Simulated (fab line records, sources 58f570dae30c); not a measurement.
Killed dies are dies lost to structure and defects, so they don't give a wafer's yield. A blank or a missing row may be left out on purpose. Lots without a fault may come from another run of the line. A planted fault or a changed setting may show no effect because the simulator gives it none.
Chamber matching | flow berkeley_cmos170 | UCB170_GATE_ETCH_15 on rie_si-02: 4 sister chambers
The step etches poly-Si in HBr/Cl2, stops on SiO2, time 56.3 s, target depth 278.2 nm. 4 wafers are shown with their chamber, then 8 later ones without.

WAFERS WITH THEIR CHAMBER
wafer  | chamber | drypump_motor_current_A (A)
L625.2 | 1       | 5.5
L627.1 | 3       | 5.5
L627.3 | 2       | 6.2
L630.1 | 0       | 5.2

WAFERS WITHOUT THEIR CHAMBER
wafer  | drypump_motor_current_A (A)
L630.3 | 5.4
L630.4 | 5.5
L633.1 | 6.2
L633.4 | 5.5
L633.6 | 5.5
L636.1 | 5.2
L636.3 | 6.2
L636.4 | 5.6

WHICH CHAMBER EACH WENT THROUGH
wafer  | from the rows above     | in truth
L630.3 | can't be placed: 1 or 3 | 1
L630.4 | can't be placed: 1 or 3 | 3
L633.1 | 2                       | 2
L633.4 | can't be placed: 1 or 3 | 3
L633.6 | can't be placed: 1 or 3 | 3
L636.1 | 0                       | 0
L636.3 | 2                       | 2
L636.4 | can't be placed: 1 or 3 | 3
Placed correctly: 3 of 8. Can't be placed from these rows: 5 (the true chamber is among the candidates in 5). Placed wrongly: 0.
How it was worked out, from the rows above alone: a wafer's distance from a chamber is the root of the sum, over the readings, of the square of ((its reading less the chamber's mean) divided by the reading's scatter). The wafer belongs to the nearest chamber; if the next one is less than 2 further off, it can't be placed. A chamber's mean is the mean of its shown wafers. The scatter: with one shown wafer a chamber, the root of the mean of the squares of how far each hidden wafer lies from its nearest shown one.
